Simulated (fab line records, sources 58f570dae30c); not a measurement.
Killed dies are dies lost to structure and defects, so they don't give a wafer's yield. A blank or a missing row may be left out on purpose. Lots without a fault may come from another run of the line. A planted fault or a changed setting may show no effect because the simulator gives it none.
Problem report in the 8D (eight disciplines) form, filled by code | flow berkeley_cmos170 | the parts of the form that need people (team, actions taken, sign-off) are left out

1. THE PROBLEM
PFIELD_OVL at UCB170_PFIELD_OVL_MEAS_06 reads a mean of 89 nm on 9 wafers of 3 lots; wafers without a fault read 0 nm with a standard deviation of 5.7. That is +16 standard deviations from the usual mean.
First seen on wafer L368.2, day 9 03:15, on overlay-01. The record holds 45 wafers of 15 lots with a number at this step. Rule for "out", or "out of limits": more than 4 standard deviations from the usual mean. The other wafers with a number count as sound.

2. WHAT IT IS AND WHAT IT IS NOT
question                    | is                     | is not
which readings at this step | PFIELD_OVL             | -
which lots                  | L368, L369, L370       | L348, L349, L350, L351, L353, L354, L355, L356, L360, L361, L365, L366
which wafers of those lots  | all that have a number | -
read on which gauges        | overlay-01, overlay-02 | -
when                        | from day 9 03:15       | up to then (36 sound wafers)

3. SUSPECTS, AND WHAT RULES EACH OUT
Counting: a tool at a process step up to the reading stays a suspect if it ran every lot that is out and no sound lot after the first of them.
- the gauge at UCB170_PFIELD_OVL_MEAS_06: ruled out. The wafers that are out were read on 2 gauges (overlay-01, overlay-02).
- krf_scanner-01 at UCB170_PFIELD_EXPOSE_03 (exposes mask PFIELD, target cd 1500 nm): kept. It ran every lot that is out, first L368 (day 9 02:20), and no sound lot after that; its last sound lot up to then is L355 (day 6 04:45).
Left after counting: krf_scanner-01 at UCB170_PFIELD_EXPOSE_03.

4. THE CAUSE (what the simulator had put in)
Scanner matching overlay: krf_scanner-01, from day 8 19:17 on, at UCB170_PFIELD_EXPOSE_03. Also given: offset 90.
Counting left only this tool.

5. THE CHAIN OF EFFECTS, in route order
Each row: a reading whose mean over the struck wafers that have a number lies more than 3 standard deviations from the usual. Only readings for which the record gives a usual standard deviation are gone through. hours: the time from each lot's start at the first step in this table that gives one to its start at this step, as a median over the lots. sigmas: the change in usual standard deviations.
hours | step                      | reading    | usual | on struck wafers | change | sigmas
0     | UCB170_PFIELD_OVL_MEAS_06 | PFIELD_OVL | 0 nm  | 89               | +89    | +16
Later measuring or inspecting steps at which every struck wafer that the step has a row for has a number for every such reading, and none has moved that far: UCB170_NSD_CD_MEAS_06.

6. WHAT WOULD HAVE CAUGHT IT SOONER
In this record the first reading out of limits at a measuring or inspecting step was taken at day 9 03:15, 8 hours after the fault began at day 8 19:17.
Of the lots that are out (3), L369, L370 began UCB170_PFIELD_EXPOSE_03 on krf_scanner-01 after day 9 03:15. A hold on the tool at that time would have spared those 2.
